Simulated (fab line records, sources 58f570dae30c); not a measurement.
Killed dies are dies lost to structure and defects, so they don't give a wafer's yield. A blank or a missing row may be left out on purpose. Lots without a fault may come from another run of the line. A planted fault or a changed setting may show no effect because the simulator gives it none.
Problem report in the 8D (eight disciplines) form, filled by code | flow berkeley_cmos170 | the parts of the form that need people (team, actions taken, sign-off) are left out

1. THE PROBLEM
NLDD_RS at UCB170_SDANNEAL_RS_MEAS_05 reads a mean of 604.7 ohm/sq on 6 wafers of 2 lots; wafers without a fault read 616.9 ohm/sq with a standard deviation of 1.3. That is -9.4 standard deviations from the usual mean.
The step: measures by four-point-probe.
First seen on wafer L412.2, day 13 11:36, on film_metro-02. The record holds 42 wafers of 14 lots with a number at this step. Rule for "out", or "out of limits": more than 4 standard deviations from the usual mean. The other wafers with a number count as sound.

2. WHAT IT IS AND WHAT IT IS NOT
question                    | is                           | is not
which readings at this step | NLDD_RS                      | -
which lots                  | L412, L414                   | L391, L392, L393, L395, L396, L398, L399, L400, L402, L404, L410, L413
which wafers of those lots  | all that have a number       | -
read on which gauges        | film_metro-01, film_metro-02 | film_metro-03
when                        | from day 13 11:36            | up to then (33 sound wafers); but 3 sound wafers of L410 came after

3. SUSPECTS, AND WHAT RULES EACH OUT
Counting: a tool at a process step up to the reading stays a suspect if it ran every lot that is out and no sound lot after the first of them.
- the gauge at UCB170_SDANNEAL_RS_MEAS_05: ruled out. The wafers that are out were read on 2 gauges (film_metro-01, film_metro-02).
- plasma_asher-03 at UCB170_PWELL_STRIP_16 (strips in O2): kept. It ran every lot that is out, first L412 (day 8 01:46), and no sound lot after that; its last sound lot up to then is L404 (day 6 07:20).
- implanter-01 at UCB170_NLDD_IMPLANT_09: kept. It ran every lot that is out, first L412 (day 12 19:16), and no sound lot after that; its last sound lot up to then is L404 (day 10 15:59). Its own readings are out on those wafers: tilt_deg.
Left after counting: plasma_asher-03 at UCB170_PWELL_STRIP_16, implanter-01 at UCB170_NLDD_IMPLANT_09.

4. THE CAUSE (what the simulator had put in)
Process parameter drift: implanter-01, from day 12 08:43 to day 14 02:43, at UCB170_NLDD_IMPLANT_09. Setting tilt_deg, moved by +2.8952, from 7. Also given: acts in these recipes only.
Counting left 2 suspects, and this tool is among them.

5. THE CHAIN OF EFFECTS, in route order
Each row: a reading whose mean over the struck wafers that have a number lies more than 3 standard deviations from the usual. Only readings for which the record gives a usual standard deviation are gone through. hours: the time from each lot's start at the first step in this table that gives one to its start at this step, as a median over the lots. sigmas: the change in usual standard deviations.
hours | step                       | reading  | usual         | on struck wafers | change | sigmas
0     | UCB170_NLDD_IMPLANT_09     | tilt_deg | 6.996 degrees | 9.889            | +2.893 | +99 or more
14    | UCB170_SDANNEAL_RS_MEAS_05 | NLDD_RS  | 616.9 ohm/sq  | 604.7            | -12.2  | -9.4
The process steps in it:
- UCB170_NLDD_IMPLANT_09
Later measuring or inspecting steps at which every struck wafer that the step has a row for has a number for every such reading, and none has moved that far: UCB170_M1_OVL_MEAS_10.

6. WHAT WOULD HAVE CAUGHT IT SOONER
In this record the first reading out of limits at a measuring or inspecting step was taken at day 13 11:36, 27 hours after the fault began at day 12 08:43.
The tool's own readings at UCB170_NLDD_IMPLANT_09 were out on every struck wafer that the step has a row for (tilt_deg): an alarm limit on them would have fired on the first of those.
All the lots that are out (2) had begun UCB170_NLDD_IMPLANT_09 on implanter-01 by day 13 11:36. A hold on the tool at that time would have spared none of them.
